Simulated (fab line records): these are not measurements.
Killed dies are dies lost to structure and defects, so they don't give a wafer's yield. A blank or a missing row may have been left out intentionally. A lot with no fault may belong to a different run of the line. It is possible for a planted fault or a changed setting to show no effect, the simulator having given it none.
The tool behind it: which one? || flow berkeley cmos170 || Sampling: 14 lots, 42 wafers, 6 of 331 route steps

== WHAT THE GAUGES READ, wafer by wafer ==
UCB170_PLDD_TW_MEAS_11. Usual: PLDD_TW typically reads 1012, with standard deviation 5.5.
{"lot": "L599", "measured": "day 6 06:25", "on": "film metro-03", "PLDD_TW": "1012 1008 1017", "flag": ""}
{"lot": "L600", "measured": "day 6 14:22", "on": "film metro-03", "PLDD_TW": "1009 1008 1015", "flag": ""}
{"lot": "L603", "measured": "day 7 04:35", "on": "film metro-01", "PLDD_TW": "1019 1017 1021", "flag": ""}
{"lot": "L601", "measured": "day 7 04:53", "on": "film metro-01", "PLDD_TW": "1018 1015 1014", "flag": ""}
{"lot": "L604", "measured": "day 7 10:14", "on": "film metro-03", "PLDD_TW": "1004 1008 1011", "flag": ""}
{"lot": "L602", "measured": "day 7 11:33", "on": "film metro-03", "PLDD_TW": "1013 1009 1009", "flag": ""}
{"lot": "L608", "measured": "day 8 02:07", "on": "film metro-01", "PLDD_TW": "1017 1016 1017", "flag": ""}
{"lot": "L607", "measured": "day 8 02:53", "on": "film metro-03", "PLDD_TW": "1002 1005 1007", "flag": ""}
{"lot": "L606", "measured": "day 8 02:56", "on": "film metro-04", "PLDD_TW": "1009 1007 1011", "flag": ""}
{"lot": "L611", "measured": "day 8 19:11", "on": "film metro-04", "PLDD_TW": "1008 1008 1013", "flag": ""}
{"lot": "L612", "measured": "day 8 19:44", "on": "film metro-04", "PLDD_TW": "993 989 987", "flag": "OFF"}
{"lot": "L610", "measured": "day 8 19:44", "on": "film metro-03", "PLDD_TW": "1005 1004 1013", "flag": ""}
{"lot": "L613", "measured": "day 9 03:34", "on": "film metro-04", "PLDD_TW": "998 993 993", "flag": "OFF"}
{"lot": "L621", "measured": "day 11 08:16", "on": "film metro-03", "PLDD_TW": "1003 1005 997", "flag": ""}

UCB170_SDANNEAL_RS_MEAS_04: measures by four-point-probe. Usual: PLDD_RS typically reads 1031.0 ohm/sq, with standard deviation 2.8.
{"lot": "L599", "measured": "day 6 19:25", "on": "film metro-03", "PLDD_RS (ohm/sq)": "1028.8 1028.8 1027.5", "flag": ""}
{"lot": "L600", "measured": "day 7 01:56", "on": "film metro-03", "PLDD_RS (ohm/sq)": "1030.5 1028.4 1030.9", "flag": ""}
{"lot": "L603", "measured": "day 7 15:32", "on": "film metro-03", "PLDD_RS (ohm/sq)": "1032.1 1026.6 1025.0", "flag": ""}
{"lot": "L601", "measured": "day 7 19:58", "on": "film metro-03", "PLDD_RS (ohm/sq)": "1030.3 1033.2 1037.9", "flag": ""}
{"lot": "L604", "measured": "day 7 22:26", "on": "film metro-03", "PLDD_RS (ohm/sq)": "1034.9 1033.5 1032.6", "flag": ""}
{"lot": "L602", "measured": "day 7 22:26", "on": "film metro-04", "PLDD_RS (ohm/sq)": "1031.1 1031.6 1030.2", "flag": ""}
{"lot": "L608", "measured": "day 8 16:32", "on": "film metro-04", "PLDD_RS (ohm/sq)": "1031.3 1030.8 1030.8", "flag": ""}
{"lot": "L607", "measured": "day 8 17:42", "on": "film metro-04", "PLDD_RS (ohm/sq)": "1031.1 1029.5 1030.5", "flag": ""}
{"lot": "L606", "measured": "day 8 17:31", "on": "film metro-03", "PLDD_RS (ohm/sq)": "1032.6 1033.5 1030.6", "flag": ""}
{"lot": "L611", "measured": "day 9 09:27", "on": "film metro-01", "PLDD_RS (ohm/sq)": "1033.9 1032.6 1028.4", "flag": ""}
{"lot": "L612", "measured": "day 9 09:14", "on": "film metro-03", "PLDD_RS (ohm/sq)": "1077.8 1079.0 1076.2", "flag": "OFF"}
{"lot": "L610", "measured": "day 9 09:14", "on": "film metro-04", "PLDD_RS (ohm/sq)": "1028.8 1030.3 1028.6", "flag": ""}
{"lot": "L613", "measured": "day 9 16:14", "on": "film metro-04", "PLDD_RS (ohm/sq)": "1073.6 1074.1 1071.8", "flag": "OFF"}
{"lot": "L621", "measured": "day 11 21:20", "on": "film metro-04", "PLDD_RS (ohm/sq)": "1031.5 1031.3 1033.3", "flag": ""}

UCB170_M3_CD_MEAS_90: the cd target is 700 nm. Usual: cd nm at 700 nm, with a standard deviation of 4.7.
{"lot": "L599", "measured": "day 7 18:36", "on": "cd sem-02", "cd nm (nm)": "699 706 702", "flag": ""}
{"lot": "L600", "measured": "day 8 04:04", "on": "cd sem-02", "cd nm (nm)": "696 703 696", "flag": ""}
{"lot": "L603", "measured": "day 8 14:58", "on": "cd sem-02", "cd nm (nm)": "702 707 701", "flag": ""}
{"lot": "L601", "measured": "day 8 20:38", "on": "cd sem-01", "cd nm (nm)": "692 705 706", "flag": ""}
{"lot": "L604", "measured": "day 9 00:55", "on": "cd sem-01", "cd nm (nm)": "697 698 699", "flag": ""}
{"lot": "L602", "measured": "day 9 01:11", "on": "cd sem-01", "cd nm (nm)": "690 690 702", "flag": ""}
{"lot": "L608", "measured": "day 9 21:42", "on": "cd sem-01", "cd nm (nm)": "702 706 707", "flag": ""}
{"lot": "L607", "measured": "day 9 19:59", "on": "cd sem-02", "cd nm (nm)": "695 693 695", "flag": ""}
{"lot": "L606", "measured": "day 9 21:35", "on": "cd sem-01", "cd nm (nm)": "703 696 703", "flag": ""}
{"lot": "L611", "measured": "day 10 08:36", "on": "cd sem-02", "cd nm (nm)": "694 695 692", "flag": ""}
{"lot": "L612", "measured": "day 10 07:36", "on": "cd sem-02", "cd nm (nm)": "697 696 697", "flag": ""}
{"lot": "L610", "measured": "day 10 09:03", "on": "cd sem-02", "cd nm (nm)": "706 704 706", "flag": ""}
{"lot": "L613", "measured": "day 10 17:50", "on": "cd sem-01", "cd nm (nm)": "701 695 703", "flag": ""}
{"lot": "L621", "measured": "day 12 23:30", "on": "cd sem-01", "cd nm (nm)": "709 706 707", "flag": ""}

== WHAT TOOL EACH LOT RAN ON (gives the tool, then ch and the chambers of the sampled wafers, and finally the start) ==
{"lot": "L599", "UCB170_PLDD_IMPLANT_08": "implanter-01 ch 0, day 6 06:02", "UCB170_CONTACT_STRIP_19": "plasma asher-03 ch 1, day 7 02:04", "UCB170_V2_STRIP_15": "plasma asher-03 ch 1, day 7 15:46"}
{"lot": "L600", "UCB170_PLDD_IMPLANT_08": "implanter-04 ch 0, day 6 13:59", "UCB170_CONTACT_STRIP_19": "plasma asher-02 ch 0,1, day 7 07:17", "UCB170_V2_STRIP_15": "plasma asher-03 ch 0,1, day 8 00:51"}
{"lot": "L603", "UCB170_PLDD_IMPLANT_08": "implanter-04 ch 0, day 7 04:11", "UCB170_CONTACT_STRIP_19": "plasma asher-02 ch 0,1, day 7 20:19", "UCB170_V2_STRIP_15": "plasma asher-02 ch 1, day 8 10:55"}
{"lot": "L601", "UCB170_PLDD_IMPLANT_08": "implanter-03 ch 0, day 7 04:29", "UCB170_CONTACT_STRIP_19": "plasma asher-02 ch 0,1, day 8 00:55", "UCB170_V2_STRIP_15": "plasma asher-01 ch 0,1, day 8 17:28"}
{"lot": "L604", "UCB170_PLDD_IMPLANT_08": "implanter-03 ch 0, day 7 09:53", "UCB170_CONTACT_STRIP_19": "plasma asher-03 ch 0,1, day 8 07:42", "UCB170_V2_STRIP_15": "plasma asher-01 ch 0,1, day 8 21:33"}
{"lot": "L602", "UCB170_PLDD_IMPLANT_08": "implanter-04 ch 0, day 7 11:11", "UCB170_CONTACT_STRIP_19": "plasma asher-02 ch 0,1, day 8 07:28", "UCB170_V2_STRIP_15": "plasma asher-01 ch 0,1, day 8 22:14"}
{"lot": "L608", "UCB170_PLDD_IMPLANT_08": "implanter-04 ch 0, day 8 01:44", "UCB170_CONTACT_STRIP_19": "plasma asher-02 ch 0,1, day 8 22:46", "UCB170_V2_STRIP_15": "plasma asher-03 ch 0,1, day 9 18:17"}
{"lot": "L607", "UCB170_PLDD_IMPLANT_08": "implanter-03 ch 0, day 8 02:29", "UCB170_CONTACT_STRIP_19": "plasma asher-03 ch 0,1, day 9 00:07", "UCB170_V2_STRIP_15": "plasma asher-01 ch 0,1, day 9 16:53"}
{"lot": "L606", "UCB170_PLDD_IMPLANT_08": "implanter-01 ch 0, day 8 02:32", "UCB170_CONTACT_STRIP_19": "plasma asher-03 ch 0,1, day 9 00:40", "UCB170_V2_STRIP_15": "plasma asher-01 ch 0,1, day 9 18:12"}
{"lot": "L611", "UCB170_PLDD_IMPLANT_08": "implanter-01 ch 0, day 8 18:47", "UCB170_CONTACT_STRIP_19": "plasma asher-02 ch 0,1, day 9 15:17", "UCB170_V2_STRIP_15": "plasma asher-02 ch 0,1, day 10 05:07"}
{"lot": "L612", "UCB170_PLDD_IMPLANT_08": "implanter-04 ch 0, day 8 19:20", "UCB170_CONTACT_STRIP_19": "plasma asher-01 ch 0,1, day 9 14:17", "UCB170_V2_STRIP_15": "plasma asher-03 ch 0,1, day 10 04:07"}
{"lot": "L610", "UCB170_PLDD_IMPLANT_08": "implanter-01 ch 0, day 8 19:20", "UCB170_CONTACT_STRIP_19": "plasma asher-01 ch 0,1, day 9 15:01", "UCB170_V2_STRIP_15": "plasma asher-01 ch 0,1, day 10 05:30"}
{"lot": "L613", "UCB170_PLDD_IMPLANT_08": "implanter-04 ch 0, day 9 03:10", "UCB170_CONTACT_STRIP_19": "plasma asher-01 ch 0,1, day 9 21:56", "UCB170_V2_STRIP_15": "plasma asher-02 ch 0,1, day 10 14:20"}
{"lot": "L621", "UCB170_PLDD_IMPLANT_08": "implanter-01 ch 0, day 11 07:53", "UCB170_CONTACT_STRIP_19": "plasma asher-02 ch 0,1, day 12 04:02", "UCB170_V2_STRIP_15": "plasma asher-01 ch 0,1, day 12 19:54"}
- UCB170_PLDD_IMPLANT_08
- UCB170_CONTACT_STRIP_19: strips in O2.
- UCB170_V2_STRIP_15: strips in O2.

== AS READ BY THE TOOLS THEMSELVES (means over the sampled wafers that have a number; for cases with no such wafer, the mark the record gives instead) ==
UCB170_PLDD_IMPLANT_08. Usual: dose ions cm2 4.999e+13, standard deviation 5.5e+10; end station pressure torr 5.1e-06 Torr, standard deviation 2.6e-07; faraday current uA 159, standard deviation 3.1.
{"lot": "L599", "tool": "implanter-01", "dose ions cm2": 5.001e+13, "end station pressure torr (Torr)": 5.0e-06, "faraday current uA": 157, "flag": ""}
{"lot": "L600", "tool": "implanter-04", "dose ions cm2": 5.000e+13, "end station pressure torr (Torr)": 4.9e-06, "faraday current uA": 160, "flag": ""}
{"lot": "L603", "tool": "implanter-04", "dose ions cm2": 4.998e+13, "end station pressure torr (Torr)": 5.2e-06, "faraday current uA": 159, "flag": ""}
{"lot": "L601", "tool": "implanter-03", "dose ions cm2": 4.998e+13, "end station pressure torr (Torr)": 5.0e-06, "faraday current uA": 158, "flag": ""}
{"lot": "L604", "tool": "implanter-03", "dose ions cm2": 4.991e+13, "end station pressure torr (Torr)": 5.1e-06, "faraday current uA": 158, "flag": ""}
{"lot": "L602", "tool": "implanter-04", "dose ions cm2": 4.996e+13, "end station pressure torr (Torr)": 5.4e-06, "faraday current uA": 159, "flag": ""}
{"lot": "L608", "tool": "implanter-04", "dose ions cm2": 5.000e+13, "end station pressure torr (Torr)": 5.3e-06, "faraday current uA": 159, "flag": ""}
{"lot": "L607", "tool": "implanter-03", "dose ions cm2": 4.993e+13, "end station pressure torr (Torr)": 4.8e-06, "faraday current uA": 157, "flag": ""}
{"lot": "L606", "tool": "implanter-01", "dose ions cm2": 5.002e+13, "end station pressure torr (Torr)": 5.4e-06, "faraday current uA": 160, "flag": ""}
{"lot": "L611", "tool": "implanter-01", "dose ions cm2": 4.999e+13, "end station pressure torr (Torr)": 4.8e-06, "faraday current uA": 156, "flag": ""}
{"lot": "L612", "tool": "implanter-04", "dose ions cm2": 4.493e+13, "end station pressure torr (Torr)": 4.9e-06, "faraday current uA": 144, "flag": "OFF"}
{"lot": "L610", "tool": "implanter-01", "dose ions cm2": 5.002e+13, "end station pressure torr (Torr)": 5.1e-06, "faraday current uA": 156, "flag": ""}
{"lot": "L613", "tool": "implanter-04", "dose ions cm2": 4.503e+13, "end station pressure torr (Torr)": 5.2e-06, "faraday current uA": 145, "flag": "OFF"}
{"lot": "L621", "tool": "implanter-01", "dose ions cm2": 5.004e+13, "end station pressure torr (Torr)": 5.0e-06, "faraday current uA": 156, "flag": ""}

UCB170_CONTACT_STRIP_19. Usual: drypump motor current A 5.65 A, standard deviation 0.29; oes product au 0.725 a.u., standard deviation 0.0049.
{"lot": "L599", "tool": "plasma asher-03", "drypump motor current A (A)": 5.90, "oes product au (a.u.)": 0.731, "flag": ""}
{"lot": "L600", "tool": "plasma asher-02", "drypump motor current A (A)": 5.78, "oes product au (a.u.)": 0.725, "flag": ""}
{"lot": "L603", "tool": "plasma asher-02", "drypump motor current A (A)": 5.65, "oes product au (a.u.)": 0.722, "flag": ""}
{"lot": "L601", "tool": "plasma asher-02", "drypump motor current A (A)": 5.80, "oes product au (a.u.)": 0.726, "flag": ""}
{"lot": "L604", "tool": "plasma asher-03", "drypump motor current A (A)": 5.86, "oes product au (a.u.)": 0.722, "flag": ""}
{"lot": "L602", "tool": "plasma asher-02", "drypump motor current A (A)": 5.78, "oes product au (a.u.)": 0.726, "flag": ""}
{"lot": "L608", "tool": "plasma asher-02", "drypump motor current A (A)": 5.79, "oes product au (a.u.)": 0.728, "flag": ""}
{"lot": "L607", "tool": "plasma asher-03", "drypump motor current A (A)": 5.84, "oes product au (a.u.)": 0.724, "flag": ""}
{"lot": "L606", "tool": "plasma asher-03", "drypump motor current A (A)": 5.83, "oes product au (a.u.)": 0.720, "flag": ""}
{"lot": "L611", "tool": "plasma asher-02", "drypump motor current A (A)": 5.68, "oes product au (a.u.)": 0.722, "flag": ""}
{"lot": "L612", "tool": "plasma asher-01", "drypump motor current A (A)": 5.20, "oes product au (a.u.)": 0.723, "flag": ""}
{"lot": "L610", "tool": "plasma asher-01", "drypump motor current A (A)": 5.20, "oes product au (a.u.)": 0.726, "flag": ""}
{"lot": "L613", "tool": "plasma asher-01", "drypump motor current A (A)": 5.11, "oes product au (a.u.)": 0.726, "flag": ""}
{"lot": "L621", "tool": "plasma asher-02", "drypump motor current A (A)": 5.79, "oes product au (a.u.)": 0.725, "flag": ""}

UCB170_V2_STRIP_15. Usual: drypump motor current A 5.6 A, standard deviation 0.34; oes product au 0.722 a.u., standard deviation 0.0042; strip time to endpoint s 15.34 s, standard deviation 0.12.
{"lot": "L599", "tool": "plasma asher-03", "drypump motor current A (A)": 5.9, "oes product au (a.u.)": 0.722, "strip time to endpoint s (s)": 15.50, "flag": ""}
{"lot": "L600", "tool": "plasma asher-03", "drypump motor current A (A)": 5.9, "oes product au (a.u.)": 0.724, "strip time to endpoint s (s)": 15.28, "flag": ""}
{"lot": "L603", "tool": "plasma asher-02", "drypump motor current A (A)": 5.9, "oes product au (a.u.)": 0.722, "strip time to endpoint s (s)": 15.44, "flag": ""}
{"lot": "L601", "tool": "plasma asher-01", "drypump motor current A (A)": 5.2, "oes product au (a.u.)": 0.715, "strip time to endpoint s (s)": 15.38, "flag": ""}
{"lot": "L604", "tool": "plasma asher-01", "drypump motor current A (A)": 5.2, "oes product au (a.u.)": 0.721, "strip time to endpoint s (s)": 15.32, "flag": ""}
{"lot": "L602", "tool": "plasma asher-01", "drypump motor current A (A)": 5.2, "oes product au (a.u.)": 0.720, "strip time to endpoint s (s)": 15.39, "flag": ""}
{"lot": "L608", "tool": "plasma asher-03", "drypump motor current A (A)": 5.8, "oes product au (a.u.)": 0.724, "strip time to endpoint s (s)": 15.24, "flag": ""}
{"lot": "L607", "tool": "plasma asher-01", "drypump motor current A (A)": 5.2, "oes product au (a.u.)": 0.724, "strip time to endpoint s (s)": 15.32, "flag": ""}
{"lot": "L606", "tool": "plasma asher-01", "drypump motor current A (A)": 5.2, "oes product au (a.u.)": 0.725, "strip time to endpoint s (s)": 15.29, "flag": ""}
{"lot": "L611", "tool": "plasma asher-02", "drypump motor current A (A)": 5.8, "oes product au (a.u.)": 0.720, "strip time to endpoint s (s)": 15.38, "flag": ""}
{"lot": "L612", "tool": "plasma asher-03", "drypump motor current A (A)": 5.9, "oes product au (a.u.)": 0.720, "strip time to endpoint s (s)": 15.36, "flag": ""}
{"lot": "L610", "tool": "plasma asher-01", "drypump motor current A (A)": 5.1, "oes product au (a.u.)": 0.725, "strip time to endpoint s (s)": 15.43, "flag": ""}
{"lot": "L613", "tool": "plasma asher-02", "drypump motor current A (A)": 5.8, "oes product au (a.u.)": 0.722, "strip time to endpoint s (s)": 15.32, "flag": ""}
{"lot": "L621", "tool": "plasma asher-01", "drypump motor current A (A)": 5.1, "oes product au (a.u.)": 0.717, "strip time to endpoint s (s)": 15.20, "flag": ""}

== THE ANSWER, worked out from the rows above alone ==
Rule: take the mean of a lot's wafers that have a number; if it is more than 3 standard deviations from the usual mean, the lot is off. A lot without any number at a reading at which 4 lots or more have one is off too. All remaining lots with rows at the step are treated as sound. First the gauges in route order, then the tools' own readings, where a lot's mean is used as printed above. At the first step where some lot is off, the reading lying furthest off is the one used; lots without a number count as furthest.
Off: L612, L613, at UCB170_PLDD_TW_MEAS_11 (PLDD_TW).
A tool fits if, at a process step before that reading, it ran every lot that is off, and no sound lot after the first of them. Not tried: the gauges at UCB170_PLDD_TW_MEAS_11; whatever is off there is also off at UCB170_PLDD_IMPLANT_08, on other tools, and gauge error can't account for it. One fits: implanter-04 at UCB170_PLDD_IMPLANT_08. Its last sound lot is L608 (day 8 01:44), its first lot that is off L612 (day 8 19:20): a fault that began between those two fits.
The tool's own readings at UCB170_PLDD_IMPLANT_08 bear it out: on the lots that are off they differ by more than 5 times the standard deviation of the sound lots' means. dose ions cm2 reads 4.498e+13 there against 4.999e+13 on the sound lots; faraday current uA reads 144 there against 158 on the sound lots.

== WHAT THE SIMULATOR HAD PUT IN ==
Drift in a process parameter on implanter-04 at UCB170_PLDD_IMPLANT_08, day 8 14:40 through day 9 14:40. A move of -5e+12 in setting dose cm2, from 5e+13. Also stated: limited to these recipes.
Shown lots that were struck: L612, L613. The rule given above showed the same thing.
